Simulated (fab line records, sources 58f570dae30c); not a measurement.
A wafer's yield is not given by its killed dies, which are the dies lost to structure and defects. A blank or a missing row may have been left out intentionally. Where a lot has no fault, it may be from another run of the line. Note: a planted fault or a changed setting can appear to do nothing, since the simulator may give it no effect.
2 desks, one fault | flow berkeleyCmos170 | only its own numbers are on each desk; what lay behind them is given at the end

== THE METROLOGY DESK ==
Means of the sampled wafers that have a number, per lot and without regard to the tool the lot ran on: this is what the gauges read. If a lot's mean is further than 4 standard deviations from the usual mean, the lot is out of limits and carries the mark OUT (the distance appears in the brackets).
Columns: A = V1_BOW at UCB170_V1_BOW_MEAS_03, usual 19 um; B = V1_POLISHED_THK at UCB170_V1_THK_MEAS_04, usual 1000.1 nm; C = cdNm at UCB170_V1_CD_MEAS_12, usual 700.3 nm; D = V1_OVL at UCB170_V1_OVL_MEAS_13, usual -5 nm; E = cdNm at UCB170_V1_CD_MEAS_90, usual 700.3 nm
lot  | first seen here | A  | B      | C     | D   | E
L816 | day 9 12:48     | 22 | 1000.9 | 701.7 | -9  | 702.0
L820 | day 9 21:58     | 15 | 1000.9 | 699.5 | -6  | 699.0
L825 | day 10 22:08    | 16 | 1000.5 | 698.4 | 0   | 696.2
L824 | day 10 22:10    | 23 | 1000.2 | 701.7 | -4  | 698.2
L827 | day 11 16:43    | 17 | 1000.7 | 699.6 | -12 | 700.3
L834 | day 13 02:17    | 17 | 1000.6 | 699.1 | -1  | 699.5
This desk's finding: nothing out of limits on any of the 6 lots.

== AT THE TOOL OWNER'S DESK: rieDiel-01 ==
The tool's own readings at UCB170_V1_ETCH_14 (etches SiO2 in CHF3/CF4/Ar, stops on Al, target depth 1250 nm, time 291 s): means of the sampled wafers that have a number, for each lot that ran on this tool. If a lot's mean is further than 4 standard deviations from the usual mean, the lot is out of limits and carries the mark OUT (the distance appears in the brackets).
Columns: A = drypumpMotorCurrentA at UCB170_V1_ETCH_14, usual 5.8 A; B = oesProductAu at UCB170_V1_ETCH_14, usual 0.875 a.u.; C = rfFwdPowerW at UCB170_V1_ETCH_14, usual 698.2 W; D = throttleValvePct at UCB170_V1_ETCH_14, usual 6.98 %
lot  | first seen here | A   | B     | C               | D
L820 | day 10 02:23    | 5.8 | 0.869 | 698.9           | 6.89
L824 | day 11 04:13    | 5.2 | 0.852 | 512.0 (-93) OUT | 6.79
L825 | day 11 04:39    | 5.8 | 0.866 | 603.6 (-47) OUT | 6.89
This desk's finding: out of limits on L824, L825; first on L824, day 11 04:13 (rfFwdPowerW at UCB170_V1_ETCH_14). Within limits: L820.

== TAKEN TOGETHER ==
The tool owner's desk could have raised an alarm at day 11 04:13, on L824, L825.
At the metrology desk, nothing out of limits was observed.
The metrology desk has L824, L825 on record, within its limits.
Of the lots named, all ran UCB170_V1_ETCH_14 on rieDiel-01.

== WHAT WAS PUT IN BY THE SIMULATOR ==
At UCB170_V1_ETCH_14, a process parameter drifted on rieDiel-01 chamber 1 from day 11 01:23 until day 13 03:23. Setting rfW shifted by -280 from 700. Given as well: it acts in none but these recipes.
Lots struck among those shown: L824, L825.
Time in hours from fault onset to the first out-of-limits reading at each desk: the tool owner's desk, 3.
